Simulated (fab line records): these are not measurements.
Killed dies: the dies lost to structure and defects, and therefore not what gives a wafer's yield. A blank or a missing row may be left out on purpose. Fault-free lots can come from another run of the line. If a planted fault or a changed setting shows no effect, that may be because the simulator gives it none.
2 desks, one fault ; flow rit-cmos ; each desk has only its own numbers; what lay behind them comes last

AT THE METROLOGY DESK
Lot by lot, what the gauges showed, no matter which tool ran the lot: averages of those sampled wafers that carry a number. The brackets show how far a lot's mean lies from the usual mean; more than 4 standard deviations puts the lot out of limits, marked OUT.
Columns: A = cd-nm at RIT_GATE_CD_MEAS_16, usual 148.2 nm; B = GATE_OVL at RIT_GATE_OVL_MEAS_17, usual -0.7 nm; C = cd-nm at RIT_GATE_CD_MEAS_90, usual 148.2 nm; D = REOX_OXIDE_THK at RIT_REOX_THK_MEAS_04, usual 26.3 nm; E = NLDD_OVL at RIT_NLDD_OVL_MEAS_06, usual 0.2 nm
lot;first seen here;A;B;C;D;E
L882;day 4 08:01;147.3;-0.9;147.2;26.9;1.6
L885;day 5 02:13;143.4;-3.6;143.4;27.0;-0.6
L891;day 6 07:55;147.0;-3.0;147.1;25.9;2.1
L892;day 6 10:42;147.0;-2.4;146.8;26.4;-0.9
L893;day 6 13:14;148.3;1.7;148.3;26.5;-0.3
L896;day 7 05:40;147.6;-0.7;147.6;26.1;-0.9
This desk's verdict: no lot among the 6 shows anything out of limits.

DESK OF THE TOOL OWNER: litho-track-02
The tool's own readings at RIT_NLDD_COAT_01 (resist thk 1000 nm): means of the sampled wafers that have a number, for each lot that ran on this tool. The brackets show how far a lot's mean lies from the usual mean; more than 4 standard deviations puts the lot out of limits, marked OUT.
Columns: A = dispense-pressure-kPa at RIT_NLDD_COAT_01, usual 53.9 kPa
lot;first seen here;A
L885;day 5 07:41;52.7
L892;day 6 15:24;52.7
L893;day 6 17:55;52.7
This desk's verdict: no lot among the 3 shows anything out of limits.

ALL TOGETHER
At the metrology desk, nothing out of limits was observed.
The desk of the tool owner found nothing out of limits.

WHAT HAD BEEN PUT IN BY THE SIMULATOR
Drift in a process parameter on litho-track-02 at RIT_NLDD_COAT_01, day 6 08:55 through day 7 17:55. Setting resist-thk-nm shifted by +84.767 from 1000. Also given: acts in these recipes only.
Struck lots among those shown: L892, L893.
